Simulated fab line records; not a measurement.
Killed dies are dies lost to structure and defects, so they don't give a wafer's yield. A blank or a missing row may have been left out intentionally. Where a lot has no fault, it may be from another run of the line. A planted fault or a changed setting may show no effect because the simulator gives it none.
2 desks, one fault || flow rit cmos || each desk has only its own numbers; what lay behind them comes last

THE METROLOGY DESK
What the gauges read, lot by lot, whatever tool the lot ran on: means of the sampled wafers that have a number. The brackets show how far a lot's mean lies from the usual mean; more than 4 standard deviations puts the lot out of limits, marked OUT.
Columns: A = SILICIDE_TI_THK at RIT_SILICIDE_THK_MEAS_03, usual 30.1 nm; B = CONTACT_TEOS_THK at RIT_CONTACT_THK_MEAS_01, usual 414 nm
{"lot": "L433", "first seen here": "day 3 02:09", "A": 30.5, "B": 407}
{"lot": "L434", "first seen here": "day 3 11:37", "A": 30.6, "B": 416}
{"lot": "L435", "first seen here": "day 3 13:56", "A": 29.9, "B": 414}
{"lot": "L436", "first seen here": "day 3 18:03", "A": 30.8, "B": 414}
{"lot": "L440", "first seen here": "day 4 13:06", "A": 29.8, "B": 394}
{"lot": "L443", "first seen here": "day 5 03:24", "A": 29.8, "B": "389 (-4.7) OUT"}
{"lot": "L447", "first seen here": "day 6 02:43", "A": 30.1, "B": 418}
{"lot": "L448", "first seen here": "day 6 05:23", "A": 29.6, "B": 415}
{"lot": "L450", "first seen here": "day 6 16:59", "A": 30.2, "B": 417}
{"lot": "L451", "first seen here": "day 6 20:55", "A": 29.3, "B": 409}
{"lot": "L453", "first seen here": "day 7 06:46", "A": 30.0, "B": 410}
{"lot": "L454", "first seen here": "day 7 12:22", "A": 30.3, "B": 420}
{"lot": "L455", "first seen here": "day 7 17:25", "A": 29.7, "B": 410}
{"lot": "L456", "first seen here": "day 7 21:53", "A": 30.1, "B": 414}
Finding of this desk: L443 out of limits, first seen on L443 at day 5 03:41 (CONTACT_TEOS_THK at RIT_CONTACT_THK_MEAS_01). L433, L434, L435, L436, L440, L447, L448, L450, L451, L453, L454, L455, L456: within limits.

AT THE TOOL OWNER'S DESK: pecvd-03
The tool's own readings at RIT_CONTACT_CVD_00 (deposits SiO2 from TEOS, target thk 400 nm, time 63.41 s): means of the sampled wafers that have a number, for each lot that ran on this tool. The brackets show how far a lot's mean lies from the usual mean; more than 4 standard deviations puts the lot out of limits, marked OUT.
Columns: A = heater power w at RIT_CONTACT_CVD_00, usual 324 W
{"lot": "L434", "first seen here": "day 3 11:50", "A": 351}
{"lot": "L440", "first seen here": "day 4 13:20", "A": 377}
{"lot": "L443", "first seen here": "day 5 03:38", "A": 379}
{"lot": "L454", "first seen here": "day 7 12:35", "A": 382}
Finding of this desk: none of the 4 lots has anything out of limits.

TAKEN TOGETHER
On L443, the metrology desk was in a position to raise an alarm at day 5 03:41.
The desk of the tool owner found nothing out of limits.
Tool owner's desk: L443 on record, inside its limits.
Every lot named ran RIT_CONTACT_CVD_00 on pecvd-03.

WHAT THE SIMULATOR HAD INSERTED
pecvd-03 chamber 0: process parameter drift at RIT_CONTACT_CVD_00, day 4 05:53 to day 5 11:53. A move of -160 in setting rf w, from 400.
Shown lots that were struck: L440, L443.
Time in hours between the start of the fault and the first out-of-limits reading at each desk: metrology desk, 22.
